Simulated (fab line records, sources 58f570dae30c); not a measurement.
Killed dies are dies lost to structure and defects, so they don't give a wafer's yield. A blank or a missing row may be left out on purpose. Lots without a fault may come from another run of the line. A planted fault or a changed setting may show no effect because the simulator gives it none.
Which tool did it? | flow berkeley_cmos170 | 14 lots, 42 wafers sampled, at 2 steps of a route of 331

WHAT THE GAUGES READ, wafer by wafer
UCB170_GATE_CD_MEAS_12: target cd 350 nm.
lot  | measured     | on        | cd_nm (nm)
L844 | day 5 10:34  | cd_sem-02 | 351.4 349.9 350.2
L845 | day 6 07:26  | cd_sem-02 | 349.6 349.4 350.8
L847 | day 6 16:20  | cd_sem-01 | 351.1 350.9 351.5
L846 | day 6 16:59  | cd_sem-02 | 352.7 352.0 350.4
L849 | day 6 19:23  | cd_sem-01 | 350.7 352.5 351.7
L851 | day 7 19:17  | cd_sem-01 | 350.6 351.2 351.7
L853 | day 8 03:06  | cd_sem-01 | 430.7 431.5 430.5
L858 | day 8 19:58  | cd_sem-01 | 432.4 432.5 433.4
L860 | day 9 16:27  | cd_sem-02 | 352.4 352.9 351.9
L861 | day 9 22:45  | cd_sem-01 | 351.2 351.0 351.8
L862 | day 10 07:41 | cd_sem-02 | 347.8 350.0 349.9
L863 | day 10 07:47 | cd_sem-01 | 351.5 350.2 351.0
L864 | day 10 12:55 | cd_sem-01 | 350.1 350.8 349.4
L866 | day 10 20:28 | cd_sem-01 | 349.9 350.5 349.8

WHICH TOOL RAN EACH LOT (tool, then ch and the chambers of the sampled wafers, then the start)
lot  | UCB170_GATE_PEB_10
L844 | litho_track-02 ch 0, day 5 10:17
L845 | litho_track-02 ch 0, day 6 07:10
L847 | litho_track-02 ch 0, day 6 16:04
L846 | litho_track-01 ch 0, day 6 16:43
L849 | litho_track-01 ch 0, day 6 19:07
L851 | litho_track-02 ch 0, day 7 19:01
L853 | litho_track-02 ch 0, day 8 02:49
L858 | litho_track-02 ch 0, day 8 19:37
L860 | litho_track-03 ch 0, day 9 16:11
L861 | litho_track-01 ch 0, day 9 22:29
L862 | litho_track-03 ch 0, day 10 07:25
L863 | litho_track-01 ch 0, day 10 07:30
L864 | litho_track-01 ch 0, day 10 12:39
L866 | litho_track-01 ch 0, day 10 20:08
- UCB170_GATE_PEB_10

WHAT THE TOOLS THEMSELVES READ (means of the sampled wafers that have a number; where no wafer has one, the mark that the record gives instead)
UCB170_GATE_PEB_10.
lot  | tool           | heater_power_total_W (W) | plate_temp_C (C)
L844 | litho_track-02 | 57.03                    | 130.07
L845 | litho_track-02 | 57.04                    | 130.20
L847 | litho_track-02 | 57.01                    | 129.92
L846 | litho_track-01 | 57.07                    | 129.94
L849 | litho_track-01 | 57.07                    | 129.89
L851 | litho_track-02 | 57.06                    | 129.81
L853 | litho_track-02 | 52.05                    | 121.37
L858 | litho_track-02 | 52.10                    | 121.29
L860 | litho_track-03 | 57.08                    | 130.20
L861 | litho_track-01 | 57.04                    | 130.05
L862 | litho_track-03 | 57.06                    | 130.00
L863 | litho_track-01 | 57.10                    | 129.84
L864 | litho_track-01 | 57.02                    | 130.02
L866 | litho_track-01 | 57.03                    | 129.93

THE ANSWER, worked out from the rows above alone
Rule: what is usual is taken from the lots themselves. Put in order of their means at a reading, lots are off if they are a third of the lots or fewer, leave a main group of 4 or more, and stand apart from it by a gap of 3 or more times the standard deviation of the main group's means; of several such gaps the widest counts. A main group whose means are all the same, to the digits that the tables above print for the reading, isn't used. A lot without any number at a reading at which 4 lots or more have one is off too. The other lots that the step has rows for count as sound. The gauges are gone through in route order, then the tools' own readings, and for those a lot's mean is taken as printed above. The first step at which some lot is off is used, and at that step the reading that is off furthest; a lot without a number counts as furthest.
Off: L853, L858, at UCB170_GATE_CD_MEAS_12 (cd_nm). The main group: mean 350.8 nm, standard deviation 0.86.
A tool fits if, at a process step before that reading, it ran every lot that is off, and no sound lot after the first of them. The gauges at UCB170_GATE_CD_MEAS_12 aren't tried: what is off there is off at UCB170_GATE_PEB_10 too, on other tools, and a gauge's error can't cause that. One fits: litho_track-02 at UCB170_GATE_PEB_10. Its last sound lot is L851 (day 7 19:01), its first lot that is off L853 (day 8 02:49): a fault that began between those two fits.
The tool's own readings at UCB170_GATE_PEB_10 bear it out: on the lots that are off they differ by more than 5 times the standard deviation of the sound lots' means. heater_power_total_W reads 52.08 W there against 57.05 W on the sound lots; plate_temp_C reads 121.33 C there against 129.99 C on the sound lots.

WHAT THE SIMULATOR HAD PUT IN
Process parameter drift: litho_track-02, from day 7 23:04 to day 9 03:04, at UCB170_GATE_PEB_10. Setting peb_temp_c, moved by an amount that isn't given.
Lots struck among those shown: L853, L858. The rule above found the same.
